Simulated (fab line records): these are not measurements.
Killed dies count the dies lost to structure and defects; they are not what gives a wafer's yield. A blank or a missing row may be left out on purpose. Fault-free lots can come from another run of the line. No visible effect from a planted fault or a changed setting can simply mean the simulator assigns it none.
fab line records / flow ritCmos
[record] lots = 12 wafers = 36 lastDay = 7
route steps=202 shown SPACER@128
lots that met no fault: from a run of the same line without faults
startH: the number of hours between the record's first day and the start of the first shown wafer of the lot / waitH: time in hours since the lot's previous step / " identical to the entry in the row above / L1.1+2: a row that stands for several wafers / - either no value or no given start / * or withheld: withheld / < > ~ a bound
route shown NAME@n: NAME is a module with steps in the file, n the number in the route of the first one / usual: average and standard deviation across the fault-free wafers / same: alike in all rows / chamber/n: place in a boat / sites: the reading at each site / _std_site: how widely they spread, as a standard deviation / _edge_site: the outer-site mean with the inner-site mean subtracted / radiusMm: for every site, how far away it sits from the centre of the wafer / mask NAME#n: copy n / behind: the tool/chamber that last shaped the wafer / hold: reason for holding the lot/hours on hold/outcome of the hold / device: names the non-switching transistor (n, p or np) / end of line: the same wafers' tests at the end of the route / where a step has no rows: the recipe by itself / killed: dies lost to structure and defects at the first sort, not the wafer's yield / map: a wafer's dies, x killed, . not, _ none there
set.NAME: setting as actually run; set.NAME@STEP: the setting as run at that earlier step / model.NAME: the simulator's own value behind a step, which no gauge read
steps of the route over a sample of lots; a table a step, a row a wafer
services: from which hour (startH, from the record's first day; less than 0 if before it) a tool's chamber was out of use, for how many hours, and why
[[steps]]
[step RIT_SPACER_CVD_03]
[recipe] material = Si3N4 targetThkNm = 250 tempC = 810 precursor = SiH2Cl2/NH3 timeS = 3300 pressureMtorr = 300 sih2cl2FlowSccm = 60 nh3FlowSccm = 150
[usual] pressureMtorr = 300.0/0.65 sih2cl2FlowSccm = 60.04/0.17 zonePowerCentrePct = 37.4/2.8
lot.wafer=L341.1 tool=lpcvd-02 chamber=1 startH=49.03 waitH=0.0 pressureMtorr=299.6 sih2cl2FlowSccm=59.87 zonePowerCentrePct=37.7
lot.wafer=L341.2 tool=lpcvd-02 chamber=1 startH=49.03 waitH=0.0 pressureMtorr=300.1 sih2cl2FlowSccm=59.84 zonePowerCentrePct=38.2
lot.wafer=L341.4 tool=lpcvd-02 chamber=1 startH=49.03 waitH=0.0 pressureMtorr=299.5 sih2cl2FlowSccm=59.99 zonePowerCentrePct=38.4
lot.wafer=L342.1 tool=lpcvd-01 chamber=1 startH=54.80 waitH=0.0 pressureMtorr=300.4 sih2cl2FlowSccm=60.12 zonePowerCentrePct=41.3
lot.wafer=L342.4 tool=lpcvd-01 chamber=1 startH=54.80 waitH=0.0 pressureMtorr=300.1 sih2cl2FlowSccm=60.10 zonePowerCentrePct=42.4
lot.wafer=L342.6 tool=lpcvd-01 chamber=1 startH=54.80 waitH=0.0 pressureMtorr=300.3 sih2cl2FlowSccm=59.65 zonePowerCentrePct=41.2
lot.wafer=L343.2 tool=lpcvd-02 chamber=0 startH=59.11 waitH=0.4 pressureMtorr=299.2 sih2cl2FlowSccm=60.12 zonePowerCentrePct=35.1
lot.wafer=L343.3 tool=lpcvd-02 chamber=0 startH=59.11 waitH=0.4 pressureMtorr=299.9 sih2cl2FlowSccm=59.69 zonePowerCentrePct=35.3
lot.wafer=L343.5 tool=lpcvd-02 chamber=0 startH=59.11 waitH=0.4 pressureMtorr=300.2 sih2cl2FlowSccm=60.19 zonePowerCentrePct=35.7
lot.wafer=L345.2 tool=lpcvd-02 chamber=1 startH=68.68 waitH=0.0 pressureMtorr=299.5 sih2cl2FlowSccm=59.89 zonePowerCentrePct=38.2
lot.wafer=L345.5 tool=lpcvd-02 chamber=1 startH=68.68 waitH=0.0 pressureMtorr=299.7 sih2cl2FlowSccm=60.07 zonePowerCentrePct=37.6
lot.wafer=L345.6 tool=lpcvd-02 chamber=1 startH=68.68 waitH=0.0 pressureMtorr=299.8 sih2cl2FlowSccm=59.86 zonePowerCentrePct=38.3
lot.wafer=L346.1 tool=lpcvd-01 chamber=1 startH=73.25 waitH=0.0 pressureMtorr=300.6 sih2cl2FlowSccm=90.19 zonePowerCentrePct=41.4
lot.wafer=L346.2 tool=lpcvd-01 chamber=1 startH=73.25 waitH=0.0 pressureMtorr=301.0 sih2cl2FlowSccm=90.20 zonePowerCentrePct=41.0
lot.wafer=L346.4 tool=lpcvd-01 chamber=1 startH=73.25 waitH=0.0 pressureMtorr=300.2 sih2cl2FlowSccm=90.28 zonePowerCentrePct=41.7
lot.wafer=L354.1 tool=lpcvd-01 chamber=0 startH=111.95 waitH=0.0 pressureMtorr=300.1 sih2cl2FlowSccm=59.84 zonePowerCentrePct=33.0
lot.wafer=L354.2 tool=lpcvd-01 chamber=0 startH=111.95 waitH=0.0 pressureMtorr=301.4 sih2cl2FlowSccm=60.07 zonePowerCentrePct=32.4
lot.wafer=L354.3 tool=lpcvd-01 chamber=0 startH=111.95 waitH=0.0 pressureMtorr=299.7 sih2cl2FlowSccm=59.80 zonePowerCentrePct=33.8
lot.wafer=L355.1 tool=lpcvd-02 chamber=1 startH=118.53 waitH=0.5 pressureMtorr=300.8 sih2cl2FlowSccm=60.22 zonePowerCentrePct=38.0
lot.wafer=L355.3 tool=lpcvd-02 chamber=1 startH=118.53 waitH=0.5 pressureMtorr=299.9 sih2cl2FlowSccm=60.23 zonePowerCentrePct=38.0
lot.wafer=L355.6 tool=lpcvd-02 chamber=1 startH=118.53 waitH=0.5 pressureMtorr=299.4 sih2cl2FlowSccm=59.98 zonePowerCentrePct=38.4
lot.wafer=L356.2 tool=lpcvd-02 chamber=1 startH=120.45 waitH=0.0 pressureMtorr=299.1 sih2cl2FlowSccm=60.22 zonePowerCentrePct=38.3
lot.wafer=L356.3 tool=lpcvd-02 chamber=1 startH=120.45 waitH=0.0 pressureMtorr=298.9 sih2cl2FlowSccm=60.04 zonePowerCentrePct=38.4
lot.wafer=L356.4 tool=lpcvd-02 chamber=1 startH=120.45 waitH=0.0 pressureMtorr=300.3 sih2cl2FlowSccm=59.91 zonePowerCentrePct=37.9
lot.wafer=L357.3 tool=lpcvd-02 chamber=0 startH=129.17 waitH=1.1 pressureMtorr=300.0 sih2cl2FlowSccm=60.18 zonePowerCentrePct=35.5
lot.wafer=L357.5 tool=lpcvd-02 chamber=0 startH=129.17 waitH=1.1 pressureMtorr=299.4 sih2cl2FlowSccm=59.80 zonePowerCentrePct=35.4
lot.wafer=L357.6 tool=lpcvd-02 chamber=0 startH=129.17 waitH=1.1 pressureMtorr=299.9 sih2cl2FlowSccm=60.15 zonePowerCentrePct=36.0
lot.wafer=L361.1 tool=lpcvd-02 chamber=1 startH=149.08 waitH=0.0 pressureMtorr=299.1 sih2cl2FlowSccm=60.13 zonePowerCentrePct=38.2
lot.wafer=L361.3 tool=lpcvd-02 chamber=1 startH=149.08 waitH=0.0 pressureMtorr=300.6 sih2cl2FlowSccm=59.93 zonePowerCentrePct=37.6
lot.wafer=L361.4 tool=lpcvd-02 chamber=1 startH=149.08 waitH=0.0 pressureMtorr=300.4 sih2cl2FlowSccm=59.89 zonePowerCentrePct=37.8
lot.wafer=L362.3 tool=lpcvd-02 chamber=1 startH=151.00 waitH=0.2 pressureMtorr=299.3 sih2cl2FlowSccm=60.08 zonePowerCentrePct=37.7
lot.wafer=L362.4 tool=lpcvd-02 chamber=1 startH=151.00 waitH=0.2 pressureMtorr=299.3 sih2cl2FlowSccm=59.72 zonePowerCentrePct=38.1
lot.wafer=L362.6 tool=lpcvd-02 chamber=1 startH=151.00 waitH=0.2 pressureMtorr=299.4 sih2cl2FlowSccm=60.29 zonePowerCentrePct=38.5
lot.wafer=L363.4 tool=lpcvd-02 chamber=0 startH=157.21 waitH=0.0 pressureMtorr=300.0 sih2cl2FlowSccm=59.94 zonePowerCentrePct=34.9
lot.wafer=L363.5 tool=lpcvd-02 chamber=0 startH=157.21 waitH=0.0 pressureMtorr=300.3 sih2cl2FlowSccm=59.96 zonePowerCentrePct=35.6
lot.wafer=L363.6 tool=lpcvd-02 chamber=0 startH=157.21 waitH=0.0 pressureMtorr=299.8 sih2cl2FlowSccm=60.35 zonePowerCentrePct=35.8
[step RIT_SPACER_THK_MEAS_04]
[recipe] reads = Si3N4_of_SPACER_CVD_03
[usual] SPACER_NITRIDE_THK = 248.8/2.2
lot.wafer=L341.1 tool=filmMetro-04 chamber=- startH=50.94 waitH=0.0 SPACER_NITRIDE_THK[nm]=245.8
lot.wafer=L341.2 tool=filmMetro-04 chamber=- startH=50.94 waitH=0.0 SPACER_NITRIDE_THK[nm]=245.5
lot.wafer=L341.4 tool=filmMetro-04 chamber=- startH=50.94 waitH=0.0 SPACER_NITRIDE_THK[nm]=247.5
lot.wafer=L342.1 tool=filmMetro-04 chamber=- startH=56.71 waitH=0.0 SPACER_NITRIDE_THK[nm]=247.4
lot.wafer=L342.4 tool=filmMetro-04 chamber=- startH=56.71 waitH=0.0 SPACER_NITRIDE_THK[nm]=247.4
lot.wafer=L342.6 tool=filmMetro-04 chamber=- startH=56.71 waitH=0.0 SPACER_NITRIDE_THK[nm]=246.1
lot.wafer=L343.2 tool=filmMetro-04 chamber=- startH=61.03 waitH=0.0 SPACER_NITRIDE_THK[nm]=247.5
lot.wafer=L343.3 tool=filmMetro-04 chamber=- startH=61.03 waitH=0.0 SPACER_NITRIDE_THK[nm]=248.3
lot.wafer=L343.5 tool=filmMetro-04 chamber=- startH=61.03 waitH=0.0 SPACER_NITRIDE_THK[nm]=246.1
lot.wafer=L345.2 tool=filmMetro-04 chamber=- startH=70.61 waitH=0.0 SPACER_NITRIDE_THK[nm]=249.4
lot.wafer=L345.5 tool=filmMetro-04 chamber=- startH=70.61 waitH=0.0 SPACER_NITRIDE_THK[nm]=249.0
lot.wafer=L345.6 tool=filmMetro-04 chamber=- startH=70.61 waitH=0.0 SPACER_NITRIDE_THK[nm]=248.1
lot.wafer=L346.1 tool=filmMetro-01 chamber=- startH=75.17 waitH=0.0 SPACER_NITRIDE_THK[nm]=283.8
lot.wafer=L346.2 tool=filmMetro-01 chamber=- startH=75.17 waitH=0.0 SPACER_NITRIDE_THK[nm]=286.7
lot.wafer=L346.4 tool=filmMetro-01 chamber=- startH=75.17 waitH=0.0 SPACER_NITRIDE_THK[nm]=284.8
lot.wafer=L354.1 tool=filmMetro-01 chamber=- startH=113.87 waitH=0.0 SPACER_NITRIDE_THK[nm]=252.8
lot.wafer=L354.2 tool=filmMetro-01 chamber=- startH=113.87 waitH=0.0 SPACER_NITRIDE_THK[nm]=252.6
lot.wafer=L354.3 tool=filmMetro-01 chamber=- startH=113.87 waitH=0.0 SPACER_NITRIDE_THK[nm]=250.9
lot.wafer=L355.1 tool=filmMetro-02 chamber=- startH=120.45 waitH=0.0 SPACER_NITRIDE_THK[nm]=248.2
lot.wafer=L355.3 tool=filmMetro-02 chamber=- startH=120.45 waitH=0.0 SPACER_NITRIDE_THK[nm]=246.9
lot.wafer=L355.6 tool=filmMetro-02 chamber=- startH=120.45 waitH=0.0 SPACER_NITRIDE_THK[nm]=247.3
lot.wafer=L356.2 tool=filmMetro-04 chamber=- startH=122.37 waitH=0.0 SPACER_NITRIDE_THK[nm]=248.5
lot.wafer=L356.3 tool=filmMetro-04 chamber=- startH=122.37 waitH=0.0 SPACER_NITRIDE_THK[nm]=250.6
lot.wafer=L356.4 tool=filmMetro-04 chamber=- startH=122.37 waitH=0.0 SPACER_NITRIDE_THK[nm]=252.9
lot.wafer=L357.3 tool=filmMetro-04 chamber=- startH=131.11 waitH=0.0 SPACER_NITRIDE_THK[nm]=252.7
lot.wafer=L357.5 tool=filmMetro-04 chamber=- startH=131.11 waitH=0.0 SPACER_NITRIDE_THK[nm]=252.5
lot.wafer=L357.6 tool=filmMetro-04 chamber=- startH=131.11 waitH=0.0 SPACER_NITRIDE_THK[nm]=250.4
lot.wafer=L361.1 tool=filmMetro-04 chamber=- startH=151.00 waitH=0.0 SPACER_NITRIDE_THK[nm]=247.7
lot.wafer=L361.3 tool=filmMetro-04 chamber=- startH=151.00 waitH=0.0 SPACER_NITRIDE_THK[nm]=248.0
lot.wafer=L361.4 tool=filmMetro-04 chamber=- startH=151.00 waitH=0.0 SPACER_NITRIDE_THK[nm]=248.2
lot.wafer=L362.3 tool=filmMetro-01 chamber=- startH=152.93 waitH=0.0 SPACER_NITRIDE_THK[nm]=249.2
lot.wafer=L362.4 tool=filmMetro-01 chamber=- startH=152.93 waitH=0.0 SPACER_NITRIDE_THK[nm]=249.7
lot.wafer=L362.6 tool=filmMetro-01 chamber=- startH=152.93 waitH=0.0 SPACER_NITRIDE_THK[nm]=250.6
lot.wafer=L363.4 tool=filmMetro-04 chamber=- startH=159.16 waitH=0.0 SPACER_NITRIDE_THK[nm]=248.0
lot.wafer=L363.5 tool=filmMetro-04 chamber=- startH=159.16 waitH=0.0 SPACER_NITRIDE_THK[nm]=248.1
lot.wafer=L363.6 tool=filmMetro-04 chamber=- startH=159.16 waitH=0.0 SPACER_NITRIDE_THK[nm]=246.4
[step RIT_SPACER_ETCHBACK_05]
[recipe] targetDepthA = 2500 SF6_flow_sccm = 30 CHF3_flow_sccm = 30 target = Si3N4 chemistry = SF6/CHF3 pressureMtorr = 40 rfW = 250 timeS = 240 stopOn = SiO2
[usual] drypumpMotorCurrentA = 5.9/0.49 oesProductAu = 0.845/0.012 throttleValvePct = 10.27/0.15
lot.wafer=L341.1 tool=rieDiel-03 chamber=3 startH=51.00 waitH=0.1 drypumpMotorCurrentA=5.8 oesProductAu=0.849 rfHoursCounterH=160 throttleValvePct=10.31
lot.wafer=L341.2 tool=rieDiel-03 chamber=2 startH=51.00 waitH=0.1 drypumpMotorCurrentA=6.5 oesProductAu=0.850 rfHoursCounterH=9 throttleValvePct=10.50
lot.wafer=L341.4 tool=rieDiel-03 chamber=1 startH=51.00 waitH=0.1 drypumpMotorCurrentA=6.3 oesProductAu=0.845 rfHoursCounterH=130 throttleValvePct=10.23
lot.wafer=L342.1 tool=rieDiel-04 chamber=3 startH=56.77 waitH=0.1 drypumpMotorCurrentA=5.7 oesProductAu=0.842 rfHoursCounterH=167 throttleValvePct=10.34
lot.wafer=L342.4 tool=rieDiel-04 chamber=1 startH=56.77 waitH=0.1 drypumpMotorCurrentA=5.1 oesProductAu=0.857 rfHoursCounterH=- throttleValvePct=10.00
lot.wafer=L342.6 tool=rieDiel-04 chamber=3 startH=56.77 waitH=0.1 drypumpMotorCurrentA=5.7 oesProductAu=0.838 rfHoursCounterH=- throttleValvePct=10.36
lot.wafer=L343.2 tool=rieDiel-01 chamber=1 startH=61.08 waitH=0.0 drypumpMotorCurrentA=5.1 oesProductAu=0.853 rfHoursCounterH=55 throttleValvePct=10.21
lot.wafer=L343.3 tool=rieDiel-01 chamber=2 startH=61.08 waitH=0.0 drypumpMotorCurrentA=6.5 oesProductAu=0.831 rfHoursCounterH=25 throttleValvePct=10.17
lot.wafer=L343.5 tool=rieDiel-01 chamber=1 startH=61.08 waitH=0.0 drypumpMotorCurrentA=5.1 oesProductAu=0.846 rfHoursCounterH=- throttleValvePct=10.22
lot.wafer=L345.2 tool=rieDiel-01 chamber=2 startH=70.66 waitH=0.0 drypumpMotorCurrentA=6.5 oesProductAu=0.840 rfHoursCounterH=25 throttleValvePct=10.18
lot.wafer=L345.5 tool=rieDiel-01 chamber=1 startH=70.66 waitH=0.0 drypumpMotorCurrentA=5.0 oesProductAu=0.864 rfHoursCounterH=- throttleValvePct=10.21
lot.wafer=L345.6 tool=rieDiel-01 chamber=2 startH=70.66 waitH=0.0 drypumpMotorCurrentA=6.5 oesProductAu=0.839 rfHoursCounterH=- throttleValvePct=10.17
lot.wafer=L346.1 tool=rieDiel-03 chamber=1 startH=75.23 waitH=0.1 drypumpMotorCurrentA=6.3 oesProductAu=0.929 rfHoursCounterH=131 throttleValvePct=10.27
lot.wafer=L346.2 tool=rieDiel-03 chamber=3 startH=75.23 waitH=0.1 drypumpMotorCurrentA=5.8 oesProductAu=0.947 rfHoursCounterH=161 throttleValvePct=10.35
lot.wafer=L346.4 tool=rieDiel-03 chamber=0 startH=75.23 waitH=0.1 drypumpMotorCurrentA=6.0 oesProductAu=0.898 rfHoursCounterH=130 throttleValvePct=10.03
lot.wafer=L354.1 tool=rieDiel-03 chamber=0 startH=113.93 waitH=0.1 drypumpMotorCurrentA=6.0 oesProductAu=0.824 rfHoursCounterH=131 throttleValvePct=10.03
lot.wafer=L354.2 tool=rieDiel-03 chamber=2 startH=113.93 waitH=0.1 drypumpMotorCurrentA=6.5 oesProductAu=0.854 rfHoursCounterH=11 throttleValvePct=10.49
lot.wafer=L354.3 tool=rieDiel-03 chamber=1 startH=113.93 waitH=0.1 drypumpMotorCurrentA=6.3 oesProductAu=0.841 rfHoursCounterH=132 throttleValvePct=10.26
lot.wafer=L355.1 tool=rieDiel-01 chamber=0 startH=120.51 waitH=0.1 drypumpMotorCurrentA=6.1 oesProductAu=0.837 rfHoursCounterH=24 throttleValvePct=10.33
lot.wafer=L355.3 tool=rieDiel-01 chamber=2 startH=120.51 waitH=0.1 drypumpMotorCurrentA=6.5 oesProductAu=0.830 rfHoursCounterH=26 throttleValvePct=10.17
lot.wafer=L355.6 tool=rieDiel-01 chamber=2 startH=120.51 waitH=0.1 drypumpMotorCurrentA=6.5 oesProductAu=0.833 rfHoursCounterH=- throttleValvePct=10.19
lot.wafer=L356.2 tool=rieDiel-04 chamber=1 startH=122.42 waitH=0.0 drypumpMotorCurrentA=5.1 oesProductAu=0.849 rfHoursCounterH=128 throttleValvePct=10.00
lot.wafer=L356.3 tool=rieDiel-04 chamber=2 startH=122.42 waitH=0.0 drypumpMotorCurrentA=6.2 oesProductAu=0.850 rfHoursCounterH=110 throttleValvePct=10.40
lot.wafer=L356.4 tool=rieDiel-04 chamber=0 startH=122.42 waitH=0.0 drypumpMotorCurrentA=5.7 oesProductAu=0.854 rfHoursCounterH=25 throttleValvePct=10.38
lot.wafer=L357.3 tool=rieDiel-03 chamber=1 startH=131.15 waitH=0.0 drypumpMotorCurrentA=6.3 oesProductAu=0.856 rfHoursCounterH=132 throttleValvePct=10.24
lot.wafer=L357.5 tool=rieDiel-03 chamber=3 startH=131.15 waitH=0.0 drypumpMotorCurrentA=5.8 oesProductAu=0.867 rfHoursCounterH=- throttleValvePct=10.30
lot.wafer=L357.6 tool=rieDiel-03 chamber=2 startH=131.15 waitH=0.0 drypumpMotorCurrentA=6.5 oesProductAu=0.848 rfHoursCounterH=- throttleValvePct=10.49
lot.wafer=L361.1 tool=rieDiel-01 chamber=2 startH=151.06 waitH=0.1 drypumpMotorCurrentA=6.5 oesProductAu=0.827 rfHoursCounterH=27 throttleValvePct=10.19
lot.wafer=L361.3 tool=rieDiel-01 chamber=1 startH=151.06 waitH=0.1 drypumpMotorCurrentA=5.0 oesProductAu=0.850 rfHoursCounterH=57 throttleValvePct=10.23
lot.wafer=L361.4 tool=rieDiel-01 chamber=3 startH=151.06 waitH=0.1 drypumpMotorCurrentA=5.8 oesProductAu=0.851 rfHoursCounterH=10 throttleValvePct=10.39
lot.wafer=L362.3 tool=rieDiel-03 chamber=0 startH=152.97 waitH=0.0 drypumpMotorCurrentA=6.0 oesProductAu=0.820 rfHoursCounterH=132 throttleValvePct=10.00
lot.wafer=L362.4 tool=rieDiel-03 chamber=3 startH=152.97 waitH=0.0 drypumpMotorCurrentA=5.8 oesProductAu=0.855 rfHoursCounterH=1 throttleValvePct=10.32
lot.wafer=L362.6 tool=rieDiel-03 chamber=1 startH=152.97 waitH=0.0 drypumpMotorCurrentA=6.3 oesProductAu=0.846 rfHoursCounterH=- throttleValvePct=10.23
lot.wafer=L363.4 tool=rieDiel-04 chamber=2 startH=159.19 waitH=0.0 drypumpMotorCurrentA=6.2 oesProductAu=0.828 rfHoursCounterH=110 throttleValvePct=10.39
lot.wafer=L363.5 tool=rieDiel-04 chamber=2 startH=159.19 waitH=0.0 drypumpMotorCurrentA=6.2 oesProductAu=0.844 rfHoursCounterH=- throttleValvePct=10.38
lot.wafer=L363.6 tool=rieDiel-04 chamber=3 startH=159.19 waitH=0.0 drypumpMotorCurrentA=5.7 oesProductAu=0.833 rfHoursCounterH=- throttleValvePct=10.33
[[services]]
tool=rieDiel-04 chamber=2 startH=55.60 hours=5.4 kind=repair
tool=rieDiel-04 chamber=3 startH=62.73 hours=- kind=clean
tool=rieDiel-04 chamber=3 startH=62.73 hours=14.3 kind=scheduledDown
tool=rieDiel-04 chamber=3 startH=62.73 hours=14.3 kind=ventCycle
tool=lpcvd-01 chamber=- startH=91.45 hours=0.5 kind=repair
tool=rieDiel-03 chamber=3 startH=97.30 hours=- kind=clean
tool=rieDiel-03 chamber=3 startH=97.30 hours=18.0 kind=scheduledDown
tool=rieDiel-03 chamber=3 startH=97.30 hours=18.0 kind=ventCycle
tool=rieDiel-03 chamber=- startH=115.02 hours=1.0 kind=repair
tool=rieDiel-01 chamber=- startH=147.83 hours=2.8 kind=pm
[[key]]
[firstSign] step = RIT_SPACER_CVD_03 reading = sih2cl2FlowSccm direction = up sigmas = 99+ usual = 60.04 struck = 90.23
[effect] step = RIT_SPACER_THK_MEAS_04 reading = SPACER_NITRIDE_THK direction = up sigmas = 17 usual = 248.8 struck = 285.1
[effect] step = RIT_SPACER_ETCHBACK_05 reading = oesProductAu direction = up sigmas = 6.4 usual = 0.845 struck = 0.925
metAt RIT_SPACER_CVD_03
struckLots L346
struckWafers L346.1,L346.2,L346.4
testerLeftOut L346
onsetBetween 54.80 73.25
[fault] kind = processParameterDrift tool = lpcvd-01 chamber = 1 onsetH = 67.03 steps = RIT_SPACER_CVD_03 channel = sih2cl2FlowSccm offset = 30 shape = step endH = 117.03 actsIn = theseRecipesOnly stated = 60
// testerLeftOut: of these lots the tester's yield and bins aren't shown, on N5 and GAA mostly nor the transistor test; their killed dies are dies lost to structure and defects alone, not to doping, threshold or leakage, so they don't give the yield
